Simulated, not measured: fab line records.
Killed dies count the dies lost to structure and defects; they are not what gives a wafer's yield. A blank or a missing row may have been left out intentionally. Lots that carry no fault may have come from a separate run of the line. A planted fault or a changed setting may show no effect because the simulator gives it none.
Which tool is to blame? ; flow berkeley cmos170 ; 14 lots, 42 wafers sampled, at 5 steps of a route of 331

== WHAT THE GAUGES SHOWED, per wafer ==
UCB170_PLDD_TW_MEAS_11. Usual: PLDD_TW 1005, standard deviation 8.7.
lot;measured;on;PLDD_TW;flag
L683;day 7 06:47;film metro-03;1006 1007 1008;
L685;day 7 16:28;film metro-01;986 991 990;
L684;day 7 16:44;film metro-01;989 989 991;
L686;day 8 05:09;film metro-03;1010 1008 1013;
L687;day 8 05:43;film metro-01;987 983 983;
L689;day 8 21:01;film metro-02;1005 1000 1001;
L693;day 9 06:22;film metro-01;988 997 1000;
L694;day 9 23:45;film metro-02;1008 1011 1005;
L696;day 9 23:10;film metro-03;1006 1003 1006;
L697;day 10 13:44;film metro-03;1010 1005 1005;
L699;day 10 14:01;film metro-03;1002 1011 1010;
L698;day 10 14:13;film metro-03;1003 1011 1011;
L701;day 11 02:49;film metro-03;1009 1010 1007;
L702;day 11 04:02;film metro-03;1006 1012 1013;

UCB170_PSD_OVL_MEAS_07. Usual: PSD_OVL 1 nm, standard deviation 4.9.
lot;measured;on;PSD_OVL (nm);flag
L683;day 7 15:44;overlay-02;8 6 9;
L685;day 8 03:01;overlay-01;9 8 3;
L684;day 8 03:23;overlay-02;0 7 5;
L686;day 8 15:36;overlay-01;-5 -4 1;
L687;day 8 16:09;overlay-01;1 -4 0;
L689;day 9 05:41;overlay-02;-6 -2 -4;
L693;day 9 16:22;overlay-02;5 7 4;
L694;day 10 07:46;overlay-01;5 -1 5;
L696;day 10 07:29;overlay-02;0 0 8;
L697;day 10 23:48;overlay-01;-1 -9 5;
L699;day 10 23:55;overlay-02;1 9 2;
L698;day 11 00:12;overlay-01;5 -2 2;
L701;day 11 12:37;overlay-01;-2 1 -6;
L702;day 11 12:55;overlay-01;-6 -3 -9;

== TOOL THAT RAN EACH LOT (tool first, then ch and the chambers of the sampled wafers, then the start) ==
lot;UCB170_ZERO_COAT_01;UCB170_ZERO_STRIP_07;UCB170_PWELL_STRIP_16
L683;litho track-04 ch 0, day 1 17:26;plasma asher-02 ch 0,1, day 1 18:31;plasma asher-03 ch 0,1, day 3 04:52
L685;litho track-03 ch 0, day 2 02:29;plasma asher-02 ch 0,1, day 2 03:59;plasma asher-04 ch 0,1, day 3 11:24
L684;litho track-04 ch 0, day 2 02:46;plasma asher-04 ch 0,1, day 2 04:04;plasma asher-03 ch 0,1, day 3 11:15
L686;litho track-04 ch 0, day 2 10:19;plasma asher-02 ch 0,1, day 2 11:17;plasma asher-03 ch 0,1, day 3 19:10
L687;litho track-04 ch 0, day 2 14:37;plasma asher-02 ch 0,1, day 2 15:56;plasma asher-04 ch 0,1, day 4 04:44
L689;litho track-01 ch 0, day 3 04:11;plasma asher-04 ch 0,1, day 3 04:55;plasma asher-03 ch 0,1, day 4 14:26
L693;litho track-01 ch 0, day 3 19:31;plasma asher-04 ch 1, day 3 21:01;plasma asher-01 ch 0,1, day 5 12:44
L694;litho track-04 ch 0, day 4 05:10;plasma asher-04 ch 0,1, day 4 05:53;plasma asher-03 ch 0,1, day 5 18:09
L696;litho track-04 ch 0, day 4 11:13;plasma asher-02 ch 0,1, day 4 12:21;plasma asher-04 ch 0,1, day 6 02:33
L697;litho track-01 ch 0, day 4 23:02;plasma asher-02 ch 0,1, day 5 00:07;plasma asher-03 ch 0,1, day 6 14:33
L699;litho track-03 ch 0, day 5 04:55;plasma asher-04 ch 0,1, day 5 05:55;plasma asher-04 ch 0,1, day 6 15:17
L698;litho track-04 ch 0, day 5 04:56;plasma asher-03 ch 0,1, day 5 05:38;plasma asher-01 ch 0,1, day 6 15:04
L701;litho track-01 ch 0, day 5 13:09;plasma asher-03 ch 0,1, day 5 14:02;plasma asher-01 ch 0,1, day 7 05:29
L702;litho track-04 ch 0, day 5 21:34;plasma asher-02 ch 0,1, day 5 22:20;plasma asher-04 ch 0,1, day 7 16:04
- UCB170_ZERO_COAT_01: resist thk 900 nm.
- UCB170_ZERO_STRIP_07: strips in O2.
- UCB170_PWELL_STRIP_16: strips in O2.

== AS READ BY THE TOOLS THEMSELVES (means over the sampled wafers that have a number; for cases with no such wafer, the mark the record gives instead) ==
UCB170_ZERO_COAT_01. Usual: 1500.0 rpm for spin speed rpm, sd 0.99.
lot;tool;spin speed rpm (rpm);flag
L683;litho track-04;1499.6;
L685;litho track-03;1499.7;
L684;litho track-04;1500.7;
L686;litho track-04;1501.0;
L687;litho track-04;1500.7;
L689;litho track-01;1500.5;
L693;litho track-01;1500.1;
L694;litho track-04;1500.4;
L696;litho track-04;1499.3;
L697;litho track-01;1499.2;
L699;litho track-03;1499.6;
L698;litho track-04;1154.7;OFF
L701;litho track-01;1499.9;
L702;litho track-04;1154.5;OFF

UCB170_ZERO_STRIP_07. Usual: drypump motor current A 6.09 A, standard deviation 0.29; o2 flow sccm 400.1 sccm, standard deviation 1.1; oes product au 0.728 a.u., standard deviation 0.0043; strip time to endpoint s 21.47 s, standard deviation 0.063.
lot;tool;drypump motor current A (A);o2 flow sccm (sccm);oes product au (a.u.);strip time to endpoint s (s);flag
L683;plasma asher-02;6.23;400.5;0.724;21.44;
L685;plasma asher-02;6.22;399.7;0.724;21.59;
L684;plasma asher-04;5.76;400.8;0.727;21.42;
L686;plasma asher-02;6.21;400.0;0.727;21.44;
L687;plasma asher-02;6.13;400.7;0.729;21.46;
L689;plasma asher-04;5.77;399.9;0.725;21.40;
L693;plasma asher-04;5.75;400.4;0.729;21.49;
L694;plasma asher-04;5.76;400.1;0.728;21.48;
L696;plasma asher-02;6.22;401.0;0.725;21.57;
L697;plasma asher-02;6.22;399.7;0.729;21.47;
L699;plasma asher-04;5.74;399.8;0.729;21.59;
L698;plasma asher-03;6.44;399.2;0.731;24.48;OFF
L701;plasma asher-03;6.22;399.1;0.733;21.48;
L702;plasma asher-02;6.13;399.9;0.729;24.50;OFF

UCB170_PWELL_STRIP_16. Usual: drypump motor current A 6.0 A, standard deviation 0.37; o2 flow sccm 400.0 sccm, standard deviation 1.3; oes product au 0.720 a.u., standard deviation 0.0045; strip time to endpoint s 18.09 s, standard deviation 0.12.
lot;tool;drypump motor current A (A);o2 flow sccm (sccm);oes product au (a.u.);strip time to endpoint s (s);flag
L683;plasma asher-03;6.2;400.1;0.723;18.03;
L685;plasma asher-04;5.8;400.1;0.725;18.00;
L684;plasma asher-03;6.5;400.5;0.718;18.24;
L686;plasma asher-03;6.5;401.0;0.719;18.15;
L687;plasma asher-04;5.8;399.8;0.720;18.22;
L689;plasma asher-03;6.2;399.0;0.721;18.33;
L693;plasma asher-01;6.0;401.2;0.724;17.99;
L694;plasma asher-03;6.5;399.9;0.715;18.01;
L696;plasma asher-04;5.8;401.9;0.722;18.14;
L697;plasma asher-03;6.4;400.1;0.720;18.22;
L699;plasma asher-04;5.8;399.2;0.724;18.14;
L698;plasma asher-01;6.1;400.9;0.719;18.08;
L701;plasma asher-01;5.9;399.3;0.726;18.04;
L702;plasma asher-04;5.8;400.8;0.729;18.11;

== THE ANSWER, worked out from the rows above alone ==
Rule: a lot counts as off when the mean over its wafers that have a number is more than 3 standard deviations away from the usual mean. Also off: a lot with no number at a reading for which 4 or more lots have one. Any other lot the step has rows for is counted as sound. First the gauges in route order, then the tools' own readings, where a lot's mean is used as printed above. At the first step where some lot is off, the reading lying furthest off is the one used; lots without a number count as furthest.
Off, at UCB170_ZERO_COAT_01 on spin speed rpm: L698, L702.
If a tool, at that step or one of the process steps before it, ran each lot that is off and ran no sound lot following the first of them, it fits. One fits: UCB170_ZERO_COAT_01 on litho track-04. Its last sound lot is L696 (day 4 11:13), its first lot that is off L698 (day 5 04:56): a fault that began between those two fits.
The tool's own readings at UCB170_ZERO_COAT_01 bear it out: on the lots that are off they differ by more than 5 times the standard deviation of the sound lots' means. spin speed rpm reads 1154.6 rpm there against 1500.1 rpm on the sound lots.

== WHAT THE SIMULATOR HAD PUT IN ==
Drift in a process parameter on litho track-04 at UCB170_ZERO_COAT_01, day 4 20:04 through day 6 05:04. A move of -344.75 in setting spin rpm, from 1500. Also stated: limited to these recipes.
Struck lots among those shown: L698, L702. This agrees with what the rule above found.
